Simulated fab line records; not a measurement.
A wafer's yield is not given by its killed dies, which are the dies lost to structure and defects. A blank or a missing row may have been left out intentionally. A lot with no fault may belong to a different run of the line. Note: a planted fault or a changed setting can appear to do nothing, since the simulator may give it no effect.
Which tool did it? :: flow rit-cmos :: 14 lots with 42 wafers sampled at 2 steps, on a route of 202 steps

WHAT THE GAUGES READ, wafer by wafer
No reading from a measuring or inspecting step in the record can be judged against a usual standard deviation.

WHICH TOOL RAN EACH LOT (tool, then ch and the chambers of the sampled wafers, then the start)
lot: L810
RIT_NSD_STRIP_09: plasma-asher-02 ch 0,1, day 3 08:29
RIT_SILICIDE_RTA_04: rtp-anneal-02 ch 0, day 3 11:32

lot: L811
RIT_NSD_STRIP_09: plasma-asher-03 ch 0,1, day 3 21:04
RIT_SILICIDE_RTA_04: rtp-anneal-01 ch 0, day 4 00:08

lot: L812
RIT_NSD_STRIP_09: plasma-asher-01 ch 0,1, day 3 22:53
RIT_SILICIDE_RTA_04: rtp-anneal-02 ch 0, day 4 01:56

lot: L814
RIT_NSD_STRIP_09: plasma-asher-02 ch 0,1, day 4 13:20
RIT_SILICIDE_RTA_04: rtp-anneal-02 ch 0, day 4 16:22

lot: L815
RIT_NSD_STRIP_09: plasma-asher-03 ch 1, day 4 20:15
RIT_SILICIDE_RTA_04: rtp-anneal-01 ch 0, day 4 23:20

lot: L817
RIT_NSD_STRIP_09: plasma-asher-03 ch 0,1, day 4 22:14
RIT_SILICIDE_RTA_04: rtp-anneal-01 ch 0, day 5 01:08

lot: L816
RIT_NSD_STRIP_09: plasma-asher-01 ch 0,1, day 4 22:45
RIT_SILICIDE_RTA_04: rtp-anneal-01 ch 0, day 5 01:40

lot: L818
RIT_NSD_STRIP_09: plasma-asher-01 ch 0,1, day 5 03:33
RIT_SILICIDE_RTA_04: rtp-anneal-02 ch 0, day 5 06:36

lot: L820
RIT_NSD_STRIP_09: plasma-asher-02 ch 0,1, day 5 14:04
RIT_SILICIDE_RTA_04: rtp-anneal-02 ch 0, day 5 17:07

lot: L824
RIT_NSD_STRIP_09: plasma-asher-03 ch 0,1, day 6 06:50
RIT_SILICIDE_RTA_04: rtp-anneal-02 ch 0, day 6 09:53

lot: L825
RIT_NSD_STRIP_09: plasma-asher-02 ch 0,1, day 6 10:31
RIT_SILICIDE_RTA_04: rtp-anneal-01 ch 0, day 6 13:42

lot: L826
RIT_NSD_STRIP_09: plasma-asher-01 ch 0,1, day 6 16:14
RIT_SILICIDE_RTA_04: rtp-anneal-02 ch 0, day 6 19:30

lot: L827
RIT_NSD_STRIP_09: plasma-asher-03 ch 0,1, day 6 18:40
RIT_SILICIDE_RTA_04: rtp-anneal-01 ch 0, day 6 21:34

lot: L830
RIT_NSD_STRIP_09: plasma-asher-02 ch 0, day 7 12:31
RIT_SILICIDE_RTA_04: rtp-anneal-01 ch 0, day 7 15:34
- RIT_NSD_STRIP_09: strips in O2, time 180 s.
- RIT_SILICIDE_RTA_04: time 10 s, ramp up 5 s, ramp down 5 s.

AS READ BY THE TOOLS THEMSELVES (means over the sampled wafers that have a number; for cases with no such wafer, the mark the record gives instead)
RIT_NSD_STRIP_09. Usual: 5.8 A for drypump-motor-current-A, sd 0.44.
lot: L810
tool: plasma-asher-02
drypump-motor-current-A (A): 5.9
flag: 

lot: L811
tool: plasma-asher-03
drypump-motor-current-A (A): 5.5
flag: 

lot: L812
tool: plasma-asher-01
drypump-motor-current-A (A): 6.1
flag: 

lot: L814
tool: plasma-asher-02
drypump-motor-current-A (A): 6.3
flag: 

lot: L815
tool: plasma-asher-03
drypump-motor-current-A (A): 5.5
flag: 

lot: L817
tool: plasma-asher-03
drypump-motor-current-A (A): 5.5
flag: 

lot: L816
tool: plasma-asher-01
drypump-motor-current-A (A): 5.8
flag: 

lot: L818
tool: plasma-asher-01
drypump-motor-current-A (A): 6.1
flag: 

lot: L820
tool: plasma-asher-02
drypump-motor-current-A (A): 6.0
flag: 

lot: L824
tool: plasma-asher-03
drypump-motor-current-A (A): 5.5
flag: 

lot: L825
tool: plasma-asher-02
drypump-motor-current-A (A): 6.3
flag: 

lot: L826
tool: plasma-asher-01
drypump-motor-current-A (A): 5.8
flag: 

lot: L827
tool: plasma-asher-03
drypump-motor-current-A (A): 5.5
flag: 

lot: L830
tool: plasma-asher-02
drypump-motor-current-A (A): 5.7
flag: 

RIT_SILICIDE_RTA_04. Usual: 652.9 for wafer_temp_C_max, sd 0.96.
lot: L810
tool: rtp-anneal-02
wafer_temp_C_max: 654.2
flag: 

lot: L811
tool: rtp-anneal-01
wafer_temp_C_max: 652.2
flag: 

lot: L812
tool: rtp-anneal-02
wafer_temp_C_max: 653.8
flag: 

lot: L814
tool: rtp-anneal-02
wafer_temp_C_max: 653.6
flag: 

lot: L815
tool: rtp-anneal-01
wafer_temp_C_max: 651.8
flag: 

lot: L817
tool: rtp-anneal-01
wafer_temp_C_max: 652.6
flag: 

lot: L816
tool: rtp-anneal-01
wafer_temp_C_max: 653.4
flag: 

lot: L818
tool: rtp-anneal-02
wafer_temp_C_max: 653.7
flag: 

lot: L820
tool: rtp-anneal-02
wafer_temp_C_max: 653.3
flag: 

lot: L824
tool: rtp-anneal-02
wafer_temp_C_max: 646.7
flag: OFF

lot: L825
tool: rtp-anneal-01
wafer_temp_C_max: 652.4
flag: 

lot: L826
tool: rtp-anneal-02
wafer_temp_C_max: 646.9
flag: OFF

lot: L827
tool: rtp-anneal-01
wafer_temp_C_max: 651.9
flag: 

lot: L830
tool: rtp-anneal-01
wafer_temp_C_max: 651.9
flag: 

THE ANSWER, worked out from the rows above alone
Rule: a lot is off if the mean of its wafers that have a number lies more than 3 standard deviations from the usual mean. A lot without any number at a reading at which 4 lots or more have one is off too. Where the step has rows for the other lots, those lots are counted as sound. First the gauges in route order, then the tools' own readings, where a lot's mean is used as printed above. At the first step where some lot is off, the reading lying furthest off is the one used; lots without a number count as furthest.
Off at RIT_SILICIDE_RTA_04 (wafer_temp_C_max): L824, L826.
A tool fits if, at that step or a process step before it, it ran every lot that is off, and no sound lot after the first of them. One fits: rtp-anneal-02 at RIT_SILICIDE_RTA_04. Its last sound lot is L820 (day 5 17:07), its first lot that is off L824 (day 6 09:53): a fault that began between those two fits.
The tool's own readings at RIT_SILICIDE_RTA_04 bear it out: on the lots that are off they differ by more than 5 times the standard deviation of the sound lots' means. wafer_temp_C_max reads 646.8 there against 652.9 on the sound lots.

WHAT HAD BEEN PUT IN BY THE SIMULATOR
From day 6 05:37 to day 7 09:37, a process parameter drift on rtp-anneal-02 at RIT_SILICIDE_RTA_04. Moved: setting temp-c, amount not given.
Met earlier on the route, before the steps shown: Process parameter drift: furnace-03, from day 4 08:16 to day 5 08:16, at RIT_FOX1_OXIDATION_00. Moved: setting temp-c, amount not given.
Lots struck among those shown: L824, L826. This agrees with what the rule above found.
